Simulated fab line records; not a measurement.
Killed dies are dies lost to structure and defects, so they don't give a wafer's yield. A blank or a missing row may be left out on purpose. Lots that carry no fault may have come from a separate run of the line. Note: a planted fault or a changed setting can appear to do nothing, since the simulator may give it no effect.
fab line records :: flow rit_cmos
record:
  lots: 6
  wafers: 18
  last_day: 7
route steps=202 shown SILICIDE@167 CONTACT@168
lots with no fault: from the same line, run without faults
start_h: start of the lot's first displayed wafer, in hours after the record's first day :: wait_h: hours from the lot's prior step to this one :: " unchanged from the row above :: L1.1+2: a single row standing in for several wafers :: - value missing, or start not given :: * or withheld: withheld :: < > ~ a bound
route shown NAME@n: names a module that has steps shown in the file, with the first one's number in the route :: usual: mean/standard deviation of fault-free wafers :: same: alike in all rows :: chamber/n: place in a boat :: sites: the reading at each site :: _std_site: the standard deviation of these :: _edge_site: outer sites' mean less inner sites' :: radius_mm: how far each site lies from the wafer's centre :: mask NAME#n: copy n :: behind: the tool/chamber that last shaped the wafer :: hold: why the lot was held/for how many hours/how that ended :: device: whichever transistor did not switch (one of n, p or np) :: end of line: tests run on the same wafers once the route is complete :: a step without rows: its recipe alone :: killed: at the first sort, the dies lost to defects and structure; wafer yield is something else :: map: shows each die of a wafer: x if killed, . if not, _ if none is there
set.NAME: the setting as run; set.NAME@STEP: as run at that earlier step :: model.NAME: the simulator's own value behind a step, which no gauge read
lots at selected steps of the route; one table per step, one row per wafer
services: from which hour (start_h, from the record's first day; less than 0 if before it) a tool's chamber was out of use, for how many hours, and why
== steps ==
step: RIT_SILICIDE_RTA_06
recipe:
  temp_c: 750
  time_s: 10
  idle_temp_c: 25
  ramp_up_s: 5
  ramp_down_s: 10
  cool_to_c: 25
  ambient: N2
usual:
  wafer_temp_C_max: 752.6/0.62
lot.wafer: L764.1
tool: rtp_anneal-01
chamber: 0
start_h: 60.91
wait_h: 0.0
wafer_temp_C_max: 753.7

lot.wafer: L764.3
tool: rtp_anneal-01
chamber: 0
start_h: 60.91
wait_h: 0.0
wafer_temp_C_max: 753.7

lot.wafer: L764.6
tool: rtp_anneal-01
chamber: 0
start_h: 60.91
wait_h: 0.0
wafer_temp_C_max: 753.8

lot.wafer: L770.2
tool: rtp_anneal-01
chamber: 0
start_h: 95.63
wait_h: 0.0
wafer_temp_C_max: 752.7

lot.wafer: L770.5
tool: rtp_anneal-01
chamber: 0
start_h: 95.63
wait_h: 0.0
wafer_temp_C_max: 752.9

lot.wafer: L770.6
tool: rtp_anneal-01
chamber: 0
start_h: 95.63
wait_h: 0.0
wafer_temp_C_max: 752.2

lot.wafer: L771.3
tool: rtp_anneal-02
chamber: 0
start_h: 96.98
wait_h: 0.0
wafer_temp_C_max: 751.7

lot.wafer: L771.4
tool: rtp_anneal-02
chamber: 0
start_h: 96.98
wait_h: 0.0
wafer_temp_C_max: 752.3

lot.wafer: L771.5
tool: rtp_anneal-02
chamber: 0
start_h: 96.98
wait_h: 0.0
wafer_temp_C_max: 751.9

lot.wafer: L774.1
tool: rtp_anneal-01
chamber: 0
start_h: 115.31
wait_h: 0.0
wafer_temp_C_max: 753.3

lot.wafer: L774.2
tool: rtp_anneal-01
chamber: 0
start_h: 115.31
wait_h: 0.0
wafer_temp_C_max: 753.2

lot.wafer: L774.6
tool: rtp_anneal-01
chamber: 0
start_h: 115.31
wait_h: 0.0
wafer_temp_C_max: 752.6

lot.wafer: L776.2
tool: rtp_anneal-01
chamber: 0
start_h: 125.97
wait_h: 0.0
wafer_temp_C_max: 752.4

lot.wafer: L776.5
tool: rtp_anneal-01
chamber: 0
start_h: 125.97
wait_h: 0.0
wafer_temp_C_max: 752.6

lot.wafer: L776.6
tool: rtp_anneal-01
chamber: 0
start_h: 125.97
wait_h: 0.0
wafer_temp_C_max: 752.0

lot.wafer: L782.4
tool: rtp_anneal-01
chamber: 0
start_h: 155.85
wait_h: 0.0
wafer_temp_C_max: 754.2

lot.wafer: L782.5
tool: rtp_anneal-01
chamber: 0
start_h: 155.85
wait_h: 0.0
wafer_temp_C_max: 752.4

lot.wafer: L782.6
tool: rtp_anneal-01
chamber: 0
start_h: 155.85
wait_h: 0.0
wafer_temp_C_max: 752.7
step: RIT_CONTACT_CVD_00
recipe:
  material: SiO2
  target_thk_nm: 400
  precursor: TEOS
  temp_c: 390
  time_s: 61
  rf_w: 400
usual:
  heater_power_w: 308/63
lot.wafer: L764.1
tool: pecvd-01
chamber: 1
start_h: 60.98
wait_h: 0.1
heater_power_w: 299

lot.wafer: L764.3
tool: pecvd-01
chamber: 0
start_h: 60.98
wait_h: 0.1
heater_power_w: 294

lot.wafer: L764.6
tool: pecvd-01
chamber: 2
start_h: 60.98
wait_h: 0.1
heater_power_w: 271

lot.wafer: L770.2
tool: pecvd-01
chamber: 1
start_h: 95.69
wait_h: 0.0
heater_power_w: 266

lot.wafer: L770.5
tool: pecvd-01
chamber: 1
start_h: 95.69
wait_h: 0.0
heater_power_w: 281

lot.wafer: L770.6
tool: pecvd-01
chamber: 0
start_h: 95.69
wait_h: 0.0
heater_power_w: 275

lot.wafer: L771.3
tool: pecvd-04
chamber: 2
start_h: 97.02
wait_h: 0.0
heater_power_w: 238

lot.wafer: L771.4
tool: pecvd-04
chamber: 2
start_h: 97.02
wait_h: 0.0
heater_power_w: 243

lot.wafer: L771.5
tool: pecvd-04
chamber: 0
start_h: 97.02
wait_h: 0.0
heater_power_w: 261

lot.wafer: L774.1
tool: pecvd-04
chamber: 0
start_h: 115.37
wait_h: 0.1
heater_power_w: 276

lot.wafer: L774.2
tool: pecvd-04
chamber: 2
start_h: 115.37
wait_h: 0.1
heater_power_w: 293

lot.wafer: L774.6
tool: pecvd-04
chamber: 0
start_h: 115.37
wait_h: 0.1
heater_power_w: 290

lot.wafer: L776.2
tool: pecvd-01
chamber: 0
start_h: 126.03
wait_h: 0.0
heater_power_w: 316

lot.wafer: L776.5
tool: pecvd-01
chamber: 1
start_h: 126.03
wait_h: 0.0
heater_power_w: 246

lot.wafer: L776.6
tool: pecvd-01
chamber: 0
start_h: 126.03
wait_h: 0.0
heater_power_w: 316

lot.wafer: L782.4
tool: pecvd-01
chamber: 1
start_h: 155.91
wait_h: 0.0
heater_power_w: 338

lot.wafer: L782.5
tool: pecvd-01
chamber: 0
start_h: 155.91
wait_h: 0.0
heater_power_w: 314

lot.wafer: L782.6
tool: pecvd-01
chamber: 2
start_h: 155.91
wait_h: 0.0
heater_power_w: 281
step: RIT_CONTACT_THK_MEAS_01
recipe:
  reads: SiO2_of_CONTACT_CVD_00
usual:
  CONTACT_TEOS_THK: 401/4.5
lot.wafer: L764.1
tool: film_metro-03
chamber: -
start_h: 61.03
wait_h: 0.0
CONTACT_TEOS_THK[nm]: 397

lot.wafer: L764.3
tool: film_metro-03
chamber: -
start_h: 61.03
wait_h: 0.0
CONTACT_TEOS_THK[nm]: 399

lot.wafer: L764.6
tool: film_metro-03
chamber: -
start_h: 61.03
wait_h: 0.0
CONTACT_TEOS_THK[nm]: 406

lot.wafer: L770.2
tool: film_metro-01
chamber: -
start_h: 95.75
wait_h: 0.0
CONTACT_TEOS_THK[nm]: 395

lot.wafer: L770.5
tool: film_metro-01
chamber: -
start_h: 95.75
wait_h: 0.0
CONTACT_TEOS_THK[nm]: 395

lot.wafer: L770.6
tool: film_metro-01
chamber: -
start_h: 95.75
wait_h: 0.0
CONTACT_TEOS_THK[nm]: 402

lot.wafer: L771.3
tool: film_metro-01
chamber: -
start_h: 97.09
wait_h: 0.0
CONTACT_TEOS_THK[nm]: 395

lot.wafer: L771.4
tool: film_metro-01
chamber: -
start_h: 97.09
wait_h: 0.0
CONTACT_TEOS_THK[nm]: 403

lot.wafer: L771.5
tool: film_metro-01
chamber: -
start_h: 97.09
wait_h: 0.0
CONTACT_TEOS_THK[nm]: 403

lot.wafer: L774.1
tool: film_metro-01
chamber: -
start_h: 115.42
wait_h: 0.0
CONTACT_TEOS_THK[nm]: 399

lot.wafer: L774.2
tool: film_metro-01
chamber: -
start_h: 115.42
wait_h: 0.0
CONTACT_TEOS_THK[nm]: 399

lot.wafer: L774.6
tool: film_metro-01
chamber: -
start_h: 115.42
wait_h: 0.0
CONTACT_TEOS_THK[nm]: 407

lot.wafer: L776.2
tool: film_metro-01
chamber: -
start_h: 126.09
wait_h: 0.0
CONTACT_TEOS_THK[nm]: 402

lot.wafer: L776.5
tool: film_metro-01
chamber: -
start_h: 126.09
wait_h: 0.0
CONTACT_TEOS_THK[nm]: 405

lot.wafer: L776.6
tool: film_metro-01
chamber: -
start_h: 126.09
wait_h: 0.0
CONTACT_TEOS_THK[nm]: 406

lot.wafer: L782.4
tool: film_metro-03
chamber: -
start_h: 155.97
wait_h: 0.0
CONTACT_TEOS_THK[nm]: 403

lot.wafer: L782.5
tool: film_metro-03
chamber: -
start_h: 155.97
wait_h: 0.0
CONTACT_TEOS_THK[nm]: 407

lot.wafer: L782.6
tool: film_metro-03
chamber: -
start_h: 155.97
wait_h: 0.0
CONTACT_TEOS_THK[nm]: 406
step: RIT_CONTACT_HMDS_02
recipe:
  prime_time_s: 60
  prime_temp_c: 140
step: RIT_CONTACT_COAT_03
recipe:
  resist: NOVOLAK
  spin_rpm: 3250
  resist_thk_nm: 1000
step: RIT_CONTACT_SOFTBAKE_04
recipe:
  resist: NOVOLAK
  temp_c: 90
  time_s: 60
step: RIT_CONTACT_EXPOSE_05
recipe:
  mask_id: M11
  na: 0.6
  source_shape: conventional
  sigma_outer: 0.5
  target_cd_nm: 1000
  dose_mj: 250
step: RIT_CONTACT_PEB_06
recipe:
  resist: NOVOLAK
  temp_c: withheld
  time_s: withheld
step: RIT_CONTACT_DEVELOP_07
recipe:
  resist: NOVOLAK
  develop_time_s: 120
  dev_temp_c: 23
step: RIT_CONTACT_CD_MEAS_08
recipe:
  target_cd_nm: 1000
usual:
  cd_nm: 999.5/1.6
lot.wafer: L764.1
tool: cd_sem-02
chamber: -
start_h: 62.07
wait_h: -
cd_nm: 998.5

lot.wafer: L764.3
tool: cd_sem-02
chamber: -
start_h: 62.07
wait_h: -
cd_nm: 1001.4

lot.wafer: L764.6
tool: cd_sem-02
chamber: -
start_h: 62.07
wait_h: -
cd_nm: 1001.4

lot.wafer: L770.2
tool: cd_sem-02
chamber: -
start_h: 96.78
wait_h: -
cd_nm: 1000.8

lot.wafer: L770.5
tool: cd_sem-02
chamber: -
start_h: 96.78
wait_h: -
cd_nm: 999.6

lot.wafer: L770.6
tool: cd_sem-02
chamber: -
start_h: 96.78
wait_h: -
cd_nm: 1002.0

lot.wafer: L771.3
tool: cd_sem-02
chamber: -
start_h: 98.29
wait_h: -
cd_nm: 997.1

lot.wafer: L771.4
tool: cd_sem-02
chamber: -
start_h: 98.29
wait_h: -
cd_nm: 997.8

lot.wafer: L771.5
tool: cd_sem-02
chamber: -
start_h: 98.29
wait_h: -
cd_nm: 998.0

lot.wafer: L774.1
tool: cd_sem-02
chamber: -
start_h: 116.47
wait_h: -
cd_nm: 1000.1

lot.wafer: L774.2
tool: cd_sem-02
chamber: -
start_h: 116.47
wait_h: -
cd_nm: 1000.6

lot.wafer: L774.6
tool: cd_sem-02
chamber: -
start_h: 116.47
wait_h: -
cd_nm: 1001.0

lot.wafer: L776.2
tool: cd_sem-01
chamber: -
start_h: 127.25
wait_h: -
cd_nm: 996.8

lot.wafer: L776.5
tool: cd_sem-01
chamber: -
start_h: 127.25
wait_h: -
cd_nm: 998.0

lot.wafer: L776.6
tool: cd_sem-01
chamber: -
start_h: 127.25
wait_h: -
cd_nm: 998.9

lot.wafer: L782.4
tool: cd_sem-01
chamber: -
start_h: 157.16
wait_h: -
cd_nm: 999.6

lot.wafer: L782.5
tool: cd_sem-01
chamber: -
start_h: 157.16
wait_h: -
cd_nm: 999.2

lot.wafer: L782.6
tool: cd_sem-01
chamber: -
start_h: 157.16
wait_h: -
cd_nm: 999.1
step: RIT_CONTACT_OVL_MEAS_09
usual:
  CONTACT_OVL: -0.8/1.7
lot.wafer: L764.1
tool: overlay-01
chamber: -
start_h: 62.19
wait_h: 0.1
CONTACT_OVL[nm]: 0.3

lot.wafer: L764.3
tool: overlay-01
chamber: -
start_h: 62.19
wait_h: 0.1
CONTACT_OVL[nm]: 0.9

lot.wafer: L764.6
tool: overlay-01
chamber: -
start_h: 62.19
wait_h: 0.1
CONTACT_OVL[nm]: 2.2

lot.wafer: L770.2
tool: overlay-01
chamber: -
start_h: 96.89
wait_h: 0.1
CONTACT_OVL[nm]: -3.1

lot.wafer: L770.5
tool: overlay-01
chamber: -
start_h: 96.89
wait_h: 0.1
CONTACT_OVL[nm]: -1.7

lot.wafer: L770.6
tool: overlay-01
chamber: -
start_h: 96.89
wait_h: 0.1
CONTACT_OVL[nm]: -2.5

lot.wafer: L771.3
tool: overlay-01
chamber: -
start_h: 98.38
wait_h: 0.1
CONTACT_OVL[nm]: 1.8

lot.wafer: L771.4
tool: overlay-01
chamber: -
start_h: 98.38
wait_h: 0.1
CONTACT_OVL[nm]: 2.5

lot.wafer: L771.5
tool: overlay-01
chamber: -
start_h: 98.38
wait_h: 0.1
CONTACT_OVL[nm]: 2.1

lot.wafer: L774.1
tool: overlay-01
chamber: -
start_h: 116.59
wait_h: 0.1
CONTACT_OVL[nm]: -0.1

lot.wafer: L774.2
tool: overlay-01
chamber: -
start_h: 116.59
wait_h: 0.1
CONTACT_OVL[nm]: -0.4

lot.wafer: L774.6
tool: overlay-01
chamber: -
start_h: 116.59
wait_h: 0.1
CONTACT_OVL[nm]: -2.2

lot.wafer: L776.2
tool: overlay-01
chamber: -
start_h: 127.35
wait_h: 0.1
CONTACT_OVL[nm]: -0.2

lot.wafer: L776.5
tool: overlay-01
chamber: -
start_h: 127.35
wait_h: 0.1
CONTACT_OVL[nm]: 0.7

lot.wafer: L776.6
tool: overlay-01
chamber: -
start_h: 127.35
wait_h: 0.1
CONTACT_OVL[nm]: -0.5

lot.wafer: L782.4
tool: overlay-02
chamber: -
start_h: 157.24
wait_h: 0.1
CONTACT_OVL[nm]: 0.8

lot.wafer: L782.5
tool: overlay-02
chamber: -
start_h: 157.24
wait_h: 0.1
CONTACT_OVL[nm]: 1.9

lot.wafer: L782.6
tool: overlay-02
chamber: -
start_h: 157.24
wait_h: 0.1
CONTACT_OVL[nm]: 0.4
step: RIT_CONTACT_HARDBAKE_10
recipe:
  resist: NOVOLAK
  temp_c: 140
  time_s: 60
step: RIT_CONTACT_ETCH_11
recipe:
  target_depth_a: 4800
  over_etch_frac: 0.2
  stop_on: TiSi2
  chemistry: CHF3/CF4/Ar
  target: SiO2
  CHF3_flow_sccm: 50
  cf4_flow_sccm: 10
  Ar_flow_sccm: 100
  O2_flow_sccm: 5
  pressure_mtorr: 100
  rf_w: 200
  time_s: 320
usual:
  drypump_motor_current_A: 5.8/0.5
  oes_product_au: 0.989/0.012
  throttle_valve_pct: 8.87/0.19
lot.wafer: L764.1
tool: rie_diel-01
chamber: 2
start_h: 62.38
wait_h: 0.1
drypump_motor_current_A: 5.5
oes_product_au: 0.980
rf_hours_counter_h: 22
throttle_valve_pct: 9.11
model.CONTACT.feature_depth_nm: 397.4
model.etch.depth_nm: 397.4
model.NOVOLAK_of_CONTACT_COAT_03.thk_nm: 765.2

lot.wafer: L764.3
tool: rie_diel-01
chamber: 3
start_h: 62.38
wait_h: 0.1
drypump_motor_current_A: 5.4
oes_product_au: 0.998
rf_hours_counter_h: 131
throttle_valve_pct: 8.64
model.CONTACT.feature_depth_nm: 398.9
model.etch.depth_nm: 398.9
model.NOVOLAK_of_CONTACT_COAT_03.thk_nm: 765.7

lot.wafer: L764.6
tool: rie_diel-01
chamber: 0
start_h: 62.38
wait_h: 0.1
drypump_motor_current_A: 5.3
oes_product_au: 0.993
rf_hours_counter_h: -
throttle_valve_pct: 8.84
model.CONTACT.feature_depth_nm: 405.9
model.etch.depth_nm: 405.9
model.NOVOLAK_of_CONTACT_COAT_03.thk_nm: 769.1

lot.wafer: L770.2
tool: rie_diel-02
chamber: 2
start_h: 97.07
wait_h: 0.1
drypump_motor_current_A: 6.4
oes_product_au: 0.989
rf_hours_counter_h: 3
throttle_valve_pct: 8.58
model.CONTACT.feature_depth_nm: 395.6
model.etch.depth_nm: 395.6
model.NOVOLAK_of_CONTACT_COAT_03.thk_nm: 769.5

lot.wafer: L770.5
tool: rie_diel-02
chamber: 1
start_h: 97.07
wait_h: 0.1
drypump_motor_current_A: 6.6
oes_product_au: 1.016
rf_hours_counter_h: -
throttle_valve_pct: 9.06
model.CONTACT.feature_depth_nm: 394.8
model.etch.depth_nm: 394.8
model.NOVOLAK_of_CONTACT_COAT_03.thk_nm: 770

lot.wafer: L770.6
tool: rie_diel-02
chamber: 3
start_h: 97.07
wait_h: 0.1
drypump_motor_current_A: 5.2
oes_product_au: 0.973
rf_hours_counter_h: -
throttle_valve_pct: 9.11
model.CONTACT.feature_depth_nm: 402.6
model.etch.depth_nm: 402.6
model.NOVOLAK_of_CONTACT_COAT_03.thk_nm: 769.5

lot.wafer: L771.3
tool: rie_diel-01
chamber: 2
start_h: 98.55
wait_h: 0.1
drypump_motor_current_A: 5.5
oes_product_au: 0.987
rf_hours_counter_h: 23
throttle_valve_pct: 9.11
model.CONTACT.feature_depth_nm: 394.7
model.etch.depth_nm: 394.7
model.NOVOLAK_of_CONTACT_COAT_03.thk_nm: 768.1

lot.wafer: L771.4
tool: rie_diel-01
chamber: 3
start_h: 98.55
wait_h: 0.1
drypump_motor_current_A: 5.4
oes_product_au: 1.006
rf_hours_counter_h: 132
throttle_valve_pct: 8.62
model.CONTACT.feature_depth_nm: 403
model.etch.depth_nm: 403
model.NOVOLAK_of_CONTACT_COAT_03.thk_nm: 772.8

lot.wafer: L771.5
tool: rie_diel-01
chamber: 1
start_h: 98.55
wait_h: 0.1
drypump_motor_current_A: 6.3
oes_product_au: 0.970
rf_hours_counter_h: -
throttle_valve_pct: 8.95
model.CONTACT.feature_depth_nm: 364.9
model.etch.depth_nm: 364.9
model.NOVOLAK_of_CONTACT_COAT_03.thk_nm: 796.3

lot.wafer: L774.1
tool: rie_diel-01
chamber: 1
start_h: 116.78
wait_h: 0.1
drypump_motor_current_A: 6.3
oes_product_au: 0.967
rf_hours_counter_h: 48
throttle_valve_pct: 8.93
model.CONTACT.feature_depth_nm: 364.4
model.etch.depth_nm: 364.4
model.NOVOLAK_of_CONTACT_COAT_03.thk_nm: 794.9

lot.wafer: L774.2
tool: rie_diel-01
chamber: 2
start_h: 116.78
wait_h: 0.1
drypump_motor_current_A: 5.5
oes_product_au: 0.980
rf_hours_counter_h: 23
throttle_valve_pct: 9.13
model.CONTACT.feature_depth_nm: 399.3
model.etch.depth_nm: 399.3
model.NOVOLAK_of_CONTACT_COAT_03.thk_nm: 765.2

lot.wafer: L774.6
tool: rie_diel-01
chamber: 3
start_h: 116.78
wait_h: 0.1
drypump_motor_current_A: 5.4
oes_product_au: 1.007
rf_hours_counter_h: -
throttle_valve_pct: 8.63
model.CONTACT.feature_depth_nm: 406.7
model.etch.depth_nm: 406.7
model.NOVOLAK_of_CONTACT_COAT_03.thk_nm: 769.8

lot.wafer: L776.2
tool: rie_diel-02
chamber: 1
start_h: 127.53
wait_h: 0.1
drypump_motor_current_A: 6.6
oes_product_au: 1.008
rf_hours_counter_h: 122
throttle_valve_pct: 9.05
model.CONTACT.feature_depth_nm: 402.4
model.etch.depth_nm: 402.4
model.NOVOLAK_of_CONTACT_COAT_03.thk_nm: 773.4

lot.wafer: L776.5
tool: rie_diel-02
chamber: 0
start_h: 127.53
wait_h: 0.1
drypump_motor_current_A: 6.3
oes_product_au: 0.976
rf_hours_counter_h: -
throttle_valve_pct: 8.66
model.CONTACT.feature_depth_nm: 405.3
model.etch.depth_nm: 405.3
model.NOVOLAK_of_CONTACT_COAT_03.thk_nm: 770.5

lot.wafer: L776.6
tool: rie_diel-02
chamber: 1
start_h: 127.53
wait_h: 0.1
drypump_motor_current_A: 6.6
oes_product_au: 1.008
rf_hours_counter_h: -
throttle_valve_pct: 9.06
model.CONTACT.feature_depth_nm: 405.9
model.etch.depth_nm: 405.9
model.NOVOLAK_of_CONTACT_COAT_03.thk_nm: 770.7

lot.wafer: L782.4
tool: rie_diel-04
chamber: 0
start_h: 157.41
wait_h: 0.1
drypump_motor_current_A: 5.8
oes_product_au: 0.978
rf_hours_counter_h: 119
throttle_valve_pct: 9.08
model.CONTACT.feature_depth_nm: 403.2
model.etch.depth_nm: 403.2
model.NOVOLAK_of_CONTACT_COAT_03.thk_nm: 766.4

lot.wafer: L782.5
tool: rie_diel-04
chamber: 0
start_h: 157.41
wait_h: 0.1
drypump_motor_current_A: 5.9
oes_product_au: 0.981
rf_hours_counter_h: -
throttle_valve_pct: 9.05
model.CONTACT.feature_depth_nm: 406.3
model.etch.depth_nm: 406.3
model.NOVOLAK_of_CONTACT_COAT_03.thk_nm: 766.7

lot.wafer: L782.6
tool: rie_diel-04
chamber: 3
start_h: 157.41
wait_h: 0.1
drypump_motor_current_A: 6.1
oes_product_au: 1.001
rf_hours_counter_h: -
throttle_valve_pct: 8.73
model.CONTACT.feature_depth_nm: 405.9
model.etch.depth_nm: 405.9
model.NOVOLAK_of_CONTACT_COAT_03.thk_nm: 769.5
step: RIT_CONTACT_STRIP_12
recipe:
  chemistry: O2
  time_s: 180
  resist: NOVOLAK
  platen_temp_c: withheld
  power_w: 500
  pressure_mtorr: 4000
  o2_flow_sccm: 4000
usual:
  drypump_motor_current_A: 5.9/0.48
lot.wafer: L764.1
tool: plasma_asher-04
chamber: 1
start_h: 62.57
wait_h: 0.1
drypump_motor_current_A: 5.1
rf_hours_counter_h: 42

lot.wafer: L764.3
tool: plasma_asher-04
chamber: 0
start_h: 62.57
wait_h: 0.1
drypump_motor_current_A: 5.4
rf_hours_counter_h: -

lot.wafer: L764.6
tool: plasma_asher-04
chamber: 1
start_h: 62.57
wait_h: 0.1
drypump_motor_current_A: 5.1
rf_hours_counter_h: -

lot.wafer: L770.2
tool: plasma_asher-01
chamber: 1
start_h: 97.26
wait_h: 0.1
drypump_motor_current_A: 6.3
rf_hours_counter_h: 30

lot.wafer: L770.5
tool: plasma_asher-01
chamber: 1
start_h: 97.26
wait_h: 0.1
drypump_motor_current_A: 6.3
rf_hours_counter_h: -

lot.wafer: L770.6
tool: plasma_asher-01
chamber: 0
start_h: 97.26
wait_h: 0.1
drypump_motor_current_A: 5.8
rf_hours_counter_h: -

lot.wafer: L771.3
tool: plasma_asher-02
chamber: 1
start_h: 98.81
wait_h: 0.2
drypump_motor_current_A: 5.7
rf_hours_counter_h: -

lot.wafer: L771.4
tool: plasma_asher-02
chamber: 0
start_h: 98.81
wait_h: 0.2
drypump_motor_current_A: 6.6
rf_hours_counter_h: -

lot.wafer: L771.5
tool: plasma_asher-02
chamber: 1
start_h: 98.81
wait_h: 0.2
drypump_motor_current_A: 5.7
rf_hours_counter_h: -

lot.wafer: L774.1
tool: plasma_asher-02
chamber: 0
start_h: 116.97
wait_h: 0.1
drypump_motor_current_A: 6.6
rf_hours_counter_h: 47

lot.wafer: L774.2
tool: plasma_asher-02
chamber: 1
start_h: 116.97
wait_h: 0.1
drypump_motor_current_A: 5.7
rf_hours_counter_h: 47

lot.wafer: L774.6
tool: plasma_asher-02
chamber: 0
start_h: 116.97
wait_h: 0.1
drypump_motor_current_A: 6.6
rf_hours_counter_h: -

lot.wafer: L776.2
tool: plasma_asher-04
chamber: 0
start_h: 127.73
wait_h: 0.1
drypump_motor_current_A: 5.4
rf_hours_counter_h: 1

lot.wafer: L776.5
tool: plasma_asher-04
chamber: 0
start_h: 127.73
wait_h: 0.1
drypump_motor_current_A: 5.4
rf_hours_counter_h: -

lot.wafer: L776.6
tool: plasma_asher-04
chamber: 1
start_h: 127.73
wait_h: 0.1
drypump_motor_current_A: 5.1
rf_hours_counter_h: -

lot.wafer: L782.4
tool: plasma_asher-04
chamber: 1
start_h: 157.66
wait_h: 0.2
drypump_motor_current_A: 5.1
rf_hours_counter_h: -

lot.wafer: L782.5
tool: plasma_asher-04
chamber: 1
start_h: 157.66
wait_h: 0.2
drypump_motor_current_A: 5.1
rf_hours_counter_h: -

lot.wafer: L782.6
tool: plasma_asher-04
chamber: 0
start_h: 157.66
wait_h: 0.2
drypump_motor_current_A: 5.4
rf_hours_counter_h: -
== services ==
tool: rie_diel-02
chamber: -
start_h: 44.06
hours: 15.6
kind: pm

tool: rie_diel-01
chamber: -
start_h: 64.93
hours: 14.6
kind: pm

tool: rie_diel-02
chamber: 1
start_h: 71.90
hours: 7.7
kind: repair

tool: rie_diel-02
chamber: 0
start_h: 75.18
hours: 1.3
kind: repair

tool: rie_diel-04
chamber: 2
start_h: 82.42
hours: -
kind: clean

tool: rie_diel-04
chamber: 2
start_h: 82.42
hours: 12.5
kind: scheduled_down

tool: rie_diel-04
chamber: 2
start_h: 82.42
hours: 12.5
kind: vent_cycle

tool: rie_diel-02
chamber: 0
start_h: 87.15
hours: -
kind: clean

tool: rie_diel-02
chamber: 0
start_h: 87.15
hours: 15.4
kind: scheduled_down

tool: rie_diel-02
chamber: 0
start_h: 87.15
hours: 15.4
kind: vent_cycle

tool: rie_diel-02
chamber: 3
start_h: 87.56
hours: 9.3
kind: repair

tool: pecvd-01
chamber: 0
start_h: 92.19
hours: 3.4
kind: repair

tool: plasma_asher-04
chamber: -
start_h: 108.75
hours: 9.0
kind: pm

tool: plasma_asher-04
chamber: 0
start_h: 108.75
hours: 9.0
kind: vent_cycle

tool: plasma_asher-04
chamber: 1
start_h: 108.75
hours: 9.0
kind: vent_cycle

tool: plasma_asher-04
chamber: 0
start_h: 117.75
hours: -
kind: clean

tool: plasma_asher-04
chamber: 1
start_h: 117.75
hours: -
kind: clean

tool: plasma_asher-04
chamber: -
start_h: 135.51
hours: 1.5
kind: repair

tool: rie_diel-04
chamber: -
start_h: 144.67
hours: 1.0
kind: repair

tool: rie_diel-02
chamber: -
start_h: 149.96
hours: 2.8
kind: pm
== key ==
first_sign none at tools or gauges
model_effect:
  step: RIT_CONTACT_ETCH_11
  value: CONTACT.feature_depth_nm
  without: 401.1
  struck: 364.7
met_at RIT_CONTACT_ETCH_11
struck_wafers L771.5,L774.1
later_rows_left_out L771.5,L774.1
sort_left_out L771.5,L774.1
tester_left_out L771,L774
fault:
  kind: process_parameter_drift
  tool: rie_diel-01
  chamber: 1
  onset_h: 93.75
  steps: RIT_CONTACT_ETCH_11
  channel: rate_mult
  offset: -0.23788
  shape: step
  end_h: 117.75
tester_left_out: of these lots the tester's yield and bins aren't shown, on N5 and GAA mostly nor the transistor test; their killed dies are dies lost to structure and defects alone, not to doping, threshold or leakage, so they don't give the yield
sort_left_out: the simulated sort isn't trusted on such a fault, so these wafers' sort isn't shown, and their yield isn't known
later_rows_left_out: the simulator's readings of these wafers behind a module that went badly wrong aren't trusted and aren't shown, but for the sort
